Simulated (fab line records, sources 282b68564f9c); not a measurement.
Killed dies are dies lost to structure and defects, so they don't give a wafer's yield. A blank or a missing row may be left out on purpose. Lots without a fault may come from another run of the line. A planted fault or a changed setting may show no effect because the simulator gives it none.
Which tool did it? | flow rit_cmos | 14 lots, 42 wafers sampled, at 2 steps of a route of 202

WHAT THE GAUGES READ, wafer by wafer
The record holds no reading of a measuring or inspecting step that can be judged against a usual standard deviation.

WHICH TOOL RAN EACH LOT (tool, then ch and the chambers of the sampled wafers, then the start)
lot  | RIT_NSD_IMPLANT_08             | RIT_M1_PROBE_99
L338 | implanter-03 ch 0, day 3 04:47 | -
L339 | implanter-02 ch 0, day 3 06:49 | -
L340 | implanter-03 ch 0, day 3 15:11 | -
L341 | implanter-02 ch 0, day 3 16:45 | -
L342 | implanter-02 ch 0, day 3 23:21 | -
L344 | implanter-03 ch 0, day 4 05:55 | -
L345 | implanter-02 ch 0, day 4 09:25 | -
L347 | implanter-02 ch 0, day 4 20:18 | -
L348 | implanter-03 ch 0, day 5 01:29 | -
L349 | implanter-02 ch 0, day 5 05:50 | prober-01, day 5 15:26
L355 | implanter-03 ch 0, day 6 12:08 | prober-01, day 6 22:12
L358 | implanter-03 ch 0, day 7 03:56 | -
L359 | implanter-04 ch 0, day 7 08:16 | -
L361 | implanter-02 ch 0, day 7 17:20 | -
- RIT_NSD_IMPLANT_08
- RIT_M1_PROBE_99

WHAT THE TOOLS THEMSELVES READ (means of the sampled wafers that have a number; where no wafer has one, the mark that the record gives instead)
RIT_NSD_IMPLANT_08.
lot  | tool         | beam_energy_keV
L338 | implanter-03 | 25.000
L339 | implanter-02 | 24.995
L340 | implanter-03 | 24.998
L341 | implanter-02 | 25.007
L342 | implanter-02 | 25.000
L344 | implanter-03 | 25.003
L345 | implanter-02 | 25.001
L347 | implanter-02 | 25.002
L348 | implanter-03 | 25.011
L349 | implanter-02 | 25.006
L355 | implanter-03 | 23.563
L358 | implanter-03 | 23.575
L359 | implanter-04 | 24.988
L361 | implanter-02 | 24.999

RIT_M1_PROBE_99.
lot  | tool      | killed_at_M0_to_M3 | killed_at_contacts | killed_at_front_end | killed_dies | killed_open | killed_short
L349 | prober-01 | 0.0                | 0.0                | 5.0                 | 5.0         | 2.0         | 3.0
L355 | prober-01 | 0.0                | 0.0                | 9.0                 | 9.0         | 4.7         | 4.3

THE ANSWER, worked out from the rows above alone
Rule: what is usual is taken from the lots themselves. Put in order of their means at a reading, lots are off if they are a third of the lots or fewer, leave a main group of 4 or more, and stand apart from it by a gap of 3 or more times the standard deviation of the main group's means; of several such gaps the widest counts. A main group whose means are all the same, to the digits that the tables above print for the reading, isn't used. A lot without any number at a reading at which 4 lots or more have one is off too. The other lots that the step has rows for count as sound. The gauges are gone through in route order, then the tools' own readings, and for those a lot's mean is taken as printed above. The first step at which some lot is off is used, and at that step the reading that is off furthest; a lot without a number counts as furthest.
Off: L355, L358, at RIT_NSD_IMPLANT_08 (beam_energy_keV). The main group: mean 25.001, standard deviation 0.0057.
A tool fits if, at that step or a process step before it, it ran every lot that is off, and no sound lot after the first of them. One fits: implanter-03 at RIT_NSD_IMPLANT_08. Its last sound lot is L348 (day 5 01:29), its first lot that is off L355 (day 6 12:08): a fault that began between those two fits.
The tool's own readings at RIT_NSD_IMPLANT_08 bear it out: on the lots that are off they differ by more than 5 times the standard deviation of the sound lots' means. beam_energy_keV reads 23.569 there against 25.001 on the sound lots.

WHAT THE SIMULATOR HAD PUT IN
Process parameter drift: implanter-03, from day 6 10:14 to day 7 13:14, at RIT_NSD_IMPLANT_08. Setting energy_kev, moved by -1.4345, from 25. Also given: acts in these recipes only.
Lots struck among those shown: L355, L358. The rule above found the same.
